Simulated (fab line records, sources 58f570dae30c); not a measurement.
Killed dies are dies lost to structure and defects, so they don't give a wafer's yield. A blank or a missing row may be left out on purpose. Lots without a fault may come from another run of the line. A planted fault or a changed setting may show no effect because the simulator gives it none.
Which tool did it? | flow berkeley_cmos170 | 13 lots, 39 wafers sampled, at 5 steps of a route of 331

WHAT THE GAUGES READ, wafer by wafer
UCB170_PWELL_TW_MEAS_17. Usual: PWELL_TW 376.0, standard deviation 1.6.
lot  | measured    | on            | PWELL_TW          | flag
L380 | day 3 08:15 | film_metro-04 | 376.5 378.5 377.1 |
L381 | day 3 14:45 | film_metro-04 | 377.4 376.4 376.0 |
L384 | day 4 04:05 | film_metro-01 | 375.0 374.1 372.9 |
L387 | day 5 09:55 | film_metro-03 | 52.1 53.0 49.6    | OFF
L389 | day 5 10:12 | film_metro-04 | 51.3 55.1 52.6    | OFF
L392 | day 5 22:46 | film_metro-04 | 374.8 374.1 376.8 |
L393 | day 5 22:57 | film_metro-01 | 374.0 374.3 375.9 |
L390 | day 5 23:27 | film_metro-01 | 56.2 51.3 52.6    | OFF
L394 | day 6 08:15 | film_metro-01 | 376.2 374.0 378.8 |
L397 | day 6 22:35 | film_metro-01 | 375.8 376.9 378.3 |
L398 | day 6 23:18 | film_metro-01 | 376.3 377.1 380.5 |
L400 | day 7 16:05 | film_metro-01 | 373.0 375.1 374.6 |
L402 | day 7 19:15 | film_metro-01 | 377.5 375.0 376.6 |

UCB170_FIELD_THK_MEAS_02. Usual: FIELD_OXIDE_THK 559 nm, standard deviation 14.
lot  | measured    | on            | FIELD_OXIDE_THK (nm) | flag
L380 | day 5 10:43 | film_metro-01 | 574 576 586          |
L381 | day 5 10:43 | film_metro-03 | 576 580 580          |
L384 | day 5 23:22 | film_metro-01 | 560 558 577          |
L392 | day 7 22:05 | film_metro-03 | 556 551 551          |
L393 | day 7 22:07 | film_metro-04 | 554 547 552          |
L394 | day 8 06:37 | film_metro-03 | 542 544 552          |
L397 | day 8 16:14 | film_metro-03 | 557 551 545          |
L398 | day 8 16:17 | film_metro-03 | 560 552 550          |
L400 | day 9 09:14 | film_metro-03 | 559 564 559          |
L402 | day 9 15:35 | film_metro-03 | 546 546 553          |

UCB170_SPACER_THK_MEAS_01. Usual: SPACER_TEOS_THK 377 nm, standard deviation 5.1.
lot  | measured     | on            | SPACER_TEOS_THK (nm) | flag
L380 | day 7 19:09  | film_metro-04 | 376 380 385          |
L381 | day 7 19:32  | film_metro-04 | 375 377 385          |
L384 | day 8 06:55  | film_metro-03 | 377 375 380          |
L392 | day 9 20:08  | film_metro-04 | 374 376 378          |
L393 | day 9 21:04  | film_metro-02 | 367 377 378          |
L394 | day 10 06:52 | film_metro-04 | 375 377 380          |
L397 | day 10 13:05 | film_metro-03 | 370 374 383          |
L398 | day 10 12:39 | film_metro-04 | 372 374 380          |
L400 | day 11 03:13 | film_metro-04 | 375 380 383          |
L402 | day 11 17:08 | film_metro-04 | 380 378 381          |

UCB170_PSD_OVL_MEAS_07. Usual: PSD_OVL 4 nm, standard deviation 4.7.
lot  | measured     | on         | PSD_OVL (nm) | flag
L380 | day 8 00:10  | overlay-01 | 2 2 4        |
L381 | day 8 00:23  | overlay-02 | 4 6 10       |
L384 | day 8 13:41  | overlay-02 | 6 6 0        |
L392 | day 10 02:34 | overlay-01 | 2 1 4        |
L393 | day 10 03:11 | overlay-02 | 5 4 -2       |
L394 | day 10 13:28 | overlay-02 | 2 7 -3       |
L397 | day 10 19:05 | overlay-02 | 6 0 3        |
L398 | day 10 19:14 | overlay-01 | -1 0 0       |
L400 | day 11 11:26 | overlay-01 | 0 6 7        |
L402 | day 12 00:34 | overlay-02 | 5 0 4        |

WHICH TOOL RAN EACH LOT (tool, then ch and the chambers of the sampled wafers, then the start)
lot  | UCB170_PWELL_DEVELOP_12
L380 | litho_track-03 ch 0, day 3 07:00
L381 | litho_track-01 ch 0, day 3 14:00
L384 | litho_track-03 ch 0, day 4 03:00
L387 | litho_track-03 ch 0, day 5 09:00
L389 | litho_track-03 ch 0, day 5 09:00
L392 | litho_track-01 ch 0, day 5 22:00
L393 | litho_track-02 ch 0, day 5 22:00
L390 | litho_track-03 ch 0, day 5 22:00
L394 | litho_track-02 ch 0, day 6 07:00
L397 | litho_track-02 ch 0, day 6 22:00
L398 | litho_track-02 ch 0, day 6 22:00
L400 | litho_track-02 ch 0, day 7 15:00
L402 | litho_track-02 ch 0, day 7 18:00
- UCB170_PWELL_DEVELOP_12: develop time 45 s.

WHAT THE TOOLS THEMSELVES READ (means of the sampled wafers that have a number; where no wafer has one, the mark that the record gives instead)
The record holds no such reading with a usual standard deviation.

THE ANSWER, worked out from the rows above alone
Rule: a lot is off if the mean of its wafers that have a number lies more than 3 standard deviations from the usual mean. A lot without any number at a reading at which 4 lots or more have one is off too. The other lots that the step has rows for count as sound. The gauges are gone through in route order, then the tools' own readings, and for those a lot's mean is taken as printed above. The first step at which some lot is off is used, and at that step the reading that is off furthest; a lot without a number counts as furthest.
Off: L387, L389, L390, at UCB170_PWELL_TW_MEAS_17 (PWELL_TW).
A tool fits if, at a process step before that reading, it ran every lot that is off, and no sound lot after the first of them. The gauges at UCB170_PWELL_TW_MEAS_17 are tried like those tools. One fits: litho_track-03 at UCB170_PWELL_DEVELOP_12. Its last sound lot is L384 (day 4 03:00), its first lot that is off L387 (day 5 09:00): a fault that began between those two fits.

WHAT THE SIMULATOR HAD PUT IN
Process parameter drift: litho_track-03, from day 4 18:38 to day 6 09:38, at UCB170_PWELL_DEVELOP_12. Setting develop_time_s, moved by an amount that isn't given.
Lots struck among those shown: L387, L389, L390. The rule above found the same.
